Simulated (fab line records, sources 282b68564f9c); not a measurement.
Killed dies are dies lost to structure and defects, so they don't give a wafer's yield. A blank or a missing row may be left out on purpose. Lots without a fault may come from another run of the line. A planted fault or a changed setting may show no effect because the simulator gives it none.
A struck lot beside a sound one | flow rit_cmos | 15 steps out of a route of 202
Sound: wafers L518.1, L518.4, L518.6. Struck: wafers L531.3, L531.5, L531.6. The cause comes at the end.
At each step with rows: each side's tool, then ch and its chambers, then its first start. Under that, the readings that differ: sound wafers | struck wafers | difference of the means | sigmas: that difference in standard deviations of wafers without a fault.
alike: readings whose means differ by less than 2 such deviations, and words and numbers that are the same on both sides. not compared: withheld readings, readings that some wafer has no value for, bounds like >300 that may hide the same value, and numbers for which the record gives no deviation and whose values overlap.
The two part at a step that has a row with sigmas, a row that says differs or no value, or rows on one side only. Numbers that don't overlap but have no deviation are shown without sigmas and don't part them. A reading that every wafer of one side lacks parts them only if that side has two wafers or more.

first, 6 steps without rows for these wafers: RIT_PRETRO_HMDS_00 (prime time 60 s); RIT_PRETRO_COAT_01 (resist thk 1300 nm); RIT_PRETRO_SOFTBAKE_02 (time 60 s); RIT_PRETRO_EXPOSE_03 (exposes mask M5, target cd 43700 nm); RIT_PRETRO_PEB_04; RIT_PRETRO_DEVELOP_05 (develop time 68 s).
RIT_PRETRO_OVL_MEAS_06:
  sound on overlay-02, day 3 02:32; struck on overlay-02, day 5 15:57
  alike: PRETRO_OVL
then, 2 steps without rows for these wafers: RIT_PRETRO_HARDBAKE_07 (time 120 s); RIT_PRETRO_IMPLANT_08.
RIT_PRETRO_STRIP_09: strips in O2, time 180 s.
  sound on plasma_asher-03 ch 0,1, day 3 02:58; struck on plasma_asher-03 ch 0,1, day 5 16:43
  alike: chamber_pressure_mTorr, drypump_motor_current_A
  not compared: rf_hours_counter_h
RIT_PRETRO_TW_MEAS_10:
  sound on film_metro-01, day 3 03:09; struck on film_metro-01, day 5 16:51
  alike: PRETRO_TW
then, 1 step without rows for these wafers: RIT_GATE_WET_ETCH_00 (etches SiO2 in BOE, target depth 56 nm, time 60 s).
RIT_GATE_CLEAN_01: cleans in SC1, time 600 s.
  sound on wet_bench-02 ch 3, day 3 03:32; struck on wet_bench-01 ch 0, day 5 16:55
  no value came back on the struck wafers for bath_guard_temp_C (C), bath_heat_duty_pct (%); on the sound wafers bath_guard_temp_C (C) reads 75.8 75.5 75.6
then, 1 step without rows for these wafers: RIT_GATE_CLEAN_02 (cleans in dHF, time 30 s).
RIT_M1_PROBE_99:
  sound on prober-01, day 4 10:20; struck on prober-01, day 6 19:32
  alike: killed_at_contacts, killed_at_front_end, killed_dies, killed_open, killed_short

WHERE THEY PART
Only at RIT_GATE_CLEAN_01, within this record. Later steps at which nothing parts them and some readings are alike: RIT_M1_PROBE_99.

WHY: what the simulator had put in
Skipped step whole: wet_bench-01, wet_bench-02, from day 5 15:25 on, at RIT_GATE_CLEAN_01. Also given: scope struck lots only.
